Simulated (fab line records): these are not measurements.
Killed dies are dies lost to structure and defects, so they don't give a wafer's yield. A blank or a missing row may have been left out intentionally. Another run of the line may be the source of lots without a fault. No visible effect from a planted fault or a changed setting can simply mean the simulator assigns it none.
Struck lot and sound lot, side by side    flow ritCmos    14 out of 202 route steps
Sound: the wafers L882.3, L882.4, L882.6. The struck wafers were L893.1, L893.2, L893.6. Last of all comes the cause.
Each step with rows lists, per side, the tool, then ch with its chambers, then its first start. Under that, the readings that differ: sound wafers    struck wafers    difference of the means    sigmas: that difference in standard deviations of wafers without a fault.
alike: same words and numbers on both sides, and readings whose means sit less than 2 such deviations apart. not compared: any withheld reading, any reading some wafer has no value for, any bound like >300 that may hide the same value, and any number with overlapping values for which the record gives no deviation.
The two part at a step that has a row with sigmas, a row that says differs or no value, or rows on one side only. Numbers that have no deviation but don't overlap get no sigmas and don't part them. A reading missing from all wafers of one side parts the sides only when that side holds two or more wafers.

RIT_PLDD_TW_MEAS_10:
  sound on filmMetro-04 at day 4 11:40; struck on filmMetro-04 at day 6 15:57
  alike: PLDD_TW
then, 4 steps without rows for these wafers: RIT_SPACER_CLEAN_00 (cleans in SC1, time 600 s); RIT_SPACER_CLEAN_01 (cleans in dHF, time 30 s); RIT_SPACER_CLEAN_02 (cleans in SC2, time 600 s); RIT_SPACER_CVD_03 (deposits Si3N4 from SiH2Cl2/NH3, target thk 250 nm, time 3300 s).
RIT_SPACER_THK_MEAS_04:
  sound on filmMetro-03 at day 4 14:01; struck on filmMetro-02 at day 6 19:26
  alike: SPACER_NITRIDE_THK
RIT_SPACER_ETCHBACK_05: etches Si3N4 in SF6/CHF3, stops on SiO2, target depth 250 nm, time 240 s.
  sound on rieDiel-02 ch 2,3, day 4 14:03; struck on rieDiel-02 ch 0,2, day 6 19:29
  alike: drypumpMotorCurrentA, oesProductAu, rfFwdPowerW, throttleValvePct
  not compared: rfHoursCounterH
then, 5 steps without rows for these wafers: RIT_NSD_HMDS_00 (prime time 60 s); RIT_NSD_COAT_01 (resist thk 1000 nm); RIT_NSD_SOFTBAKE_02 (time 60 s); RIT_NSD_EXPOSE_03 (exposes mask M9, target cd 40700 nm); RIT_NSD_PEB_04.
RIT_NSD_DEVELOP_05: develop time 50 s.
  sound on lithoTrack-03 ch 0, day 4 15:00; struck on lithoTrack-04, day 6 20:00
  no value came back on the struck wafers for chillPlateTempC (C), developTimeS (s); on the sound wafers chillPlateTempC (C) reads 23.10 23.12 22.96
RIT_NSD_OVL_MEAS_06:
  sound on overlay-02 at day 4 15:13; struck on overlay-02 at day 6 20:29
reading       sound         struck  difference                     sigmas
NSD_OVL (nm)  -1.0 1.6 1.1  - - -   no value on the struck wafers  

WHERE THEY PART
Earliest at RIT_NSD_DEVELOP_05; latest, in this record, at RIT_NSD_OVL_MEAS_06.

WHY: what had been put in by the simulator
Step skipped in full: lithoTrack-04, at RIT_NSD_DEVELOP_05, from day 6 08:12 onward. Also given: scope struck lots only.
